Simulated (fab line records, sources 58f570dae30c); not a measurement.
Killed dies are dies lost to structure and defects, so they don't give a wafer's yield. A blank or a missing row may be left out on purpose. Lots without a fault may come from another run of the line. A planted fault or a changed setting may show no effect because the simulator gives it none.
One fault seen from 2 desks | flow berkeley_cmos170 | each desk has only its own numbers; what lay behind them comes last

THE TOOL OWNER'S DESK: plasma_asher-03
The tool's own readings at UCB170_NLDD_STRIP_10 (strips in O2): means of the sampled wafers that have a number, for each lot that ran on this tool. A lot is out of limits, marked OUT, if its mean lies more than 4 standard deviations from the usual mean; the brackets give that distance.
Columns: A = drypump_motor_current_A at UCB170_NLDD_STRIP_10, usual 5.7 A; B = o2_flow_sccm at UCB170_NLDD_STRIP_10, usual 400.1 sccm; C = oes_product_au at UCB170_NLDD_STRIP_10, usual 0.734 a.u.; D = strip_time_to_endpoint_s at UCB170_NLDD_STRIP_10, usual 21.67 s
lot  | first seen here | A   | B                       | C               | D
L909 | day 7 00:11     | 5.4 | 401.5                   | 0.734           | 21.64
L910 | day 7 14:22     | 5.5 | 400.8                   | 0.733           | 21.67
L911 | day 7 15:08     | 5.4 | 401.0                   | 0.735           | 21.72
L913 | day 8 06:58     | 5.5 | 399.1                   | 0.734           | 21.63
L920 | day 9 10:29     | 5.5 | 199.5 (-99 or more) OUT | 0.674 (-14) OUT | 24.73 (+56) OUT
L923 | day 10 11:34    | 5.5 | 200.0 (-99 or more) OUT | 0.668 (-16) OUT | 24.80 (+57) OUT
This desk's finding: out of limits on L920, L923; first on L920, day 9 10:29 (o2_flow_sccm at UCB170_NLDD_STRIP_10). In limits: L909, L910, L911, L913.

THE METROLOGY DESK
What the gauges read, lot by lot, whatever tool the lot ran on: means of the sampled wafers that have a number. A lot is out of limits, marked OUT, if its mean lies more than 4 standard deviations from the usual mean; the brackets give that distance.
Columns: A = GATE_POLY_THK at UCB170_GATE_THK_MEAS_05, usual 214.2 nm; B = PLDD_OVL at UCB170_PLDD_OVL_MEAS_07, usual 3 nm
lot  | first seen here | A     | B
L909 | day 6 18:37     | 210.4 | 1
L910 | day 7 07:06     | 211.4 | -0
L911 | day 7 07:06     | 213.5 | 2
L913 | day 7 21:23     | 213.7 | 6
L912 | day 7 21:24     | 214.9 | 12
L917 | day 8 22:08     | 212.0 | -2
L920 | day 9 04:46     | 217.6 | -2
L922 | day 10 04:39    | 215.1 | -8
L924 | day 10 04:40    | 211.2 | -5
L923 | day 10 04:43    | 211.5 | 9
L926 | day 10 18:04    | 213.6 | 5
L927 | day 10 18:07    | 213.7 | -1
L928 | day 11 06:07    | 215.0 | 2
L929 | day 11 20:55    | 213.8 | 2
This desk's finding: nothing out of limits on any of the 14 lots.

PUT TOGETHER
The tool owner's desk could have raised an alarm at day 9 10:29, on L920, L923.
The metrology desk saw nothing out of limits.
The metrology desk has L920, L923 on record, within its limits.
Of the lots named, all ran UCB170_NLDD_STRIP_10 on plasma_asher-03.

WHAT THE SIMULATOR HAD PUT IN
Process parameter drift: plasma_asher-03, from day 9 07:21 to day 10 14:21, at UCB170_NLDD_STRIP_10. Setting o2_flow_sccm, moved by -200, from 400. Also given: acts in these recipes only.
Lots struck among those shown: L920, L923.
Hours from the fault's start to each desk's first reading out of limits: the tool owner's desk, 3.
